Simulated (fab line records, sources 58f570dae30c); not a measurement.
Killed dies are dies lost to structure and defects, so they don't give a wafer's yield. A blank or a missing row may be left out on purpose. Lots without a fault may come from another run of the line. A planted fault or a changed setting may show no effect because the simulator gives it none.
Split-lot experiment | flow berkeley_cmos170 | 5 lots, 23 wafers read, on a route of 331 steps

THE SPLIT
At UCB170_GATE_PEB_10, the setting peb_temp_c was moved away from the recipe's 130 C on 6 of the 23 wafers read, by -2.7% to +3.0%. The other wafers ran this setting at the recipe's value.

FROM THE SPLIT TO THE READING: what the file shows between them, 5 steps
- UCB170_GATE_DEVELOP_11: develop time 45 s
- UCB170_GATE_CD_MEAS_12: target cd 350 nm
- UCB170_GATE_ETCH_14: etches BARC in N2/H2
- UCB170_GATE_ETCH_15: etches poly-Si in HBr/Cl2, stops on SiO2, time 54.5 s, target depth 278.2 nm
- UCB170_GATE_STRIP_16: strips in O2

THE READING
cd_nm, in nm, at UCB170_GATE_CD_MEAS_90 (target cd 350 nm). Fault-free wafers of this fab line usually give 350.2 nm, standard deviation 1.5 nm.

wafer  | tool, chamber at the split | peb_temp_c as run, C | against the recipe | cd_nm, nm | against lot-mates on the recipe
L075.1 | litho_track-01, 0          | 130                  | recipe             | 347.9     | -
L075.2 | litho_track-01, 0          | 130                  | recipe             | 347.9     | -
L075.3 | litho_track-01, 0          | 130                  | recipe             | 346.3     | -
L075.5 | litho_track-01, 0          | 130                  | recipe             | 348.7     | -
L075.6 | litho_track-01, 0          | 130                  | recipe             | 348.0     | -
L077.1 | litho_track-01, 0          | 133.9                | +3.0%              | 329.2     | -22.1
L077.2 | litho_track-01, 0          | 130                  | recipe             | 352.0     | -
L077.3 | litho_track-01, 0          | 130                  | recipe             | 350.6     | -
L077.4 | litho_track-01, 0          | 133.9                | +3.0%              | 328.7     | -22.6
L077.5 | litho_track-01, 0          | 133.9                | +3.0%              | 328.4     | -22.9
L079.2 | litho_track-01, 0          | 130                  | recipe             | 350.4     | -
L079.3 | litho_track-01, 0          | 130                  | recipe             | 347.9     | -
L079.4 | litho_track-01, 0          | 130                  | recipe             | 346.6     | -
L083.1 | litho_track-01, 0          | 130                  | recipe             | 350.0     | -
L083.2 | litho_track-01, 0          | 126.5                | -2.7%              | 377.5     | +27.4
L083.3 | litho_track-01, 0          | 126.5                | -2.7%              | 377.6     | +27.5
L083.4 | litho_track-01, 0          | 130                  | recipe             | 350.2     | -
L083.5 | litho_track-01, 0          | 126.5                | -2.7%              | 376.2     | +26.1
L084.1 | litho_track-04, 0          | 130                  | recipe             | 351.0     | -
L084.2 | litho_track-04, 0          | 130                  | recipe             | 349.1     | -
L084.3 | litho_track-04, 0          | 130                  | recipe             | 349.8     | -
L084.4 | litho_track-04, 0          | 130                  | recipe             | 351.9     | -
L084.5 | litho_track-04, 0          | 130                  | recipe             | 350.2     | -

THE FIT
A straight line over all 23 wafers: cd_nm changes by -8.42 nm for each +1% of peb_temp_c; r = -0.98; the points scatter about the line by 2.7 nm.
The same after taking each lot's own level away (the mean of its wafers on the recipe; 23 wafers): -8.65 nm for each +1%; r = -0.99; scatter 1.9 nm.
On that fit, the largest move of peb_temp_c shifts the reading by 26 nm.
The lots' own levels span 347.76 to 351.30 nm, that is 2.4 times the standard deviation above.
So the lot-to-lot level changes the slope little: the two slopes agree.
Check: with one of the wafers moved furthest among these (+3.0%) left out of the fit, the line predicts -25.9 nm for it against its lot-mates. It came out at -22.1 nm against them.

OTHER SPLITS ON THESE WAFERS
These wafers also went through other splits before the reading. Each is held against what the fit with the lots' levels taken away leaves over:
other split on the same wafers         | wafers away from the commonest value | r with cd_nm (lot level and that fit taken away)
UCB170_PWELL_OXIDATION_02 temp_c       | 18                                   | +0.19
UCB170_PWELL_IMPLANT_15 energy_kev     | 8                                    | +0.52
UCB170_SCREENOX_OXIDATION_01 ox_time_s | 15                                   | +0.45
UCB170_PVT_IMPLANT_07 energy_kev       | 11                                   | +0.00
UCB170_PVT_STRIP_08 o2_flow_sccm       | 5                                    | +0.07

THE WHOLE CHAIN: every reading that the file lists as answering this split, in the file's order
step                   | what it does                                                                 | reading                                                     | change (the file's fit)              | r (the file's)
UCB170_GATE_CD_MEAS_12 | target cd 350 nm                                                             | cd_nm                                                       | -8.43 nm for each +1% of the setting | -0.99
UCB170_GATE_ETCH_15    | etches poly-Si in HBr/Cl2, stops on SiO2, time 54.5 s, target depth 278.2 nm | GATE.cd_nm (the simulator's own value, which no gauge read) | -8.55 nm for each +1% of the setting | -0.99
UCB170_GATE_CD_MEAS_90 | target cd 350 nm                                                             | cd_nm                                                       | -8.63 nm for each +1% of the setting | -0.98

THE FILE'S OWN FIT
cd_nm changes by -8.63 nm for each +1% of peb_temp_c, r = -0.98.
